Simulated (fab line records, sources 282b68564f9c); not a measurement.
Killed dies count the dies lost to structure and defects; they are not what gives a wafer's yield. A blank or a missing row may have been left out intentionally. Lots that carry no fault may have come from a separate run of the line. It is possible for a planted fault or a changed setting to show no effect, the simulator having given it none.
Problem report in the 8D (eight disciplines) form, filled by code + flow rit_cmos + the parts of the form that need people (team, actions taken, sign-off) are left out

1. WHAT IS WRONG
Mean of beam_energy_keV at RIT_PWELL_IMPLANT_08: 174.63 across 6 wafers in 2 lots; on wafers with no fault it is 170.00 (standard deviation 0.054). Measured from the usual mean, that is +86 standard deviations.
The first sign was on wafer L168.1 at day 4 10:34, on implanter-03. Wafers with a number at this step in the record: 18, from 6 lots. Rule for "out", or "out of limits": more than 4 standard deviations from the usual mean. The other wafers with a number count as sound.

2. WHAT IT IS; WHAT IT IS NOT
| question                    | is                     | is not                                                                   |
|-----------------------------|------------------------|--------------------------------------------------------------------------|
| which readings at this step | beam_energy_keV        | -                                                                        |
| which lots                  | L168, L169             | L157, L158, L172, L174                                                   |
| which wafers of those lots  | all that have a number | -                                                                        |
| read on which tools         | implanter-03           | implanter-02, implanter-04                                               |
| when                        | from day 4 10:34       | up to then (6 sound wafers); but 6 sound wafers of L172, L174 came after |

3. THE SUSPECTS, EACH WITH WHAT RULES IT OUT
Counting: a tool stays on the suspect list if, at a process step up to the reading, it processed all lots that are out and no sound lot following the first of them.
- implanter-03 at RIT_PWELL_IMPLANT_08: kept. It ran every lot that is out, first L168 (day 4 10:34), and no sound lot after that. Out on those wafers are its own readings of beam_energy_keV.
Remaining after the count: implanter-03 at RIT_PWELL_IMPLANT_08.

4. THE CAUSE (what the simulator had put in)
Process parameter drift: implanter-03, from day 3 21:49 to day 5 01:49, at RIT_PWELL_IMPLANT_08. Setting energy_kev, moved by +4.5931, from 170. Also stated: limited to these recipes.
Only this tool survived the counting.

5. SEQUENCE OF EFFECTS, ordered by route
Rows list readings where the struck wafers' mean (over those with a number) sits beyond 3 standard deviations from the usual. Scope: only readings with a usual standard deviation given in the record; hours: median across lots of the time from each lot's start at the first step in this table that gives one to its start at this step; sigmas: change in usual standard deviations.
| hours | step                 | reading         | usual  | on struck wafers | change | sigmas |
|-------|----------------------|-----------------|--------|------------------|--------|--------|
| 0     | RIT_PWELL_IMPLANT_08 | beam_energy_keV | 170.00 | 174.63           | +4.63  | +86    |
Process steps it contains:
- RIT_PWELL_IMPLANT_08

6. HOW IT WOULD HAVE BEEN CAUGHT EARLIER
In this record no reading fell out of limits until day 4 10:34, 13 hours after the fault had begun at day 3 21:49.
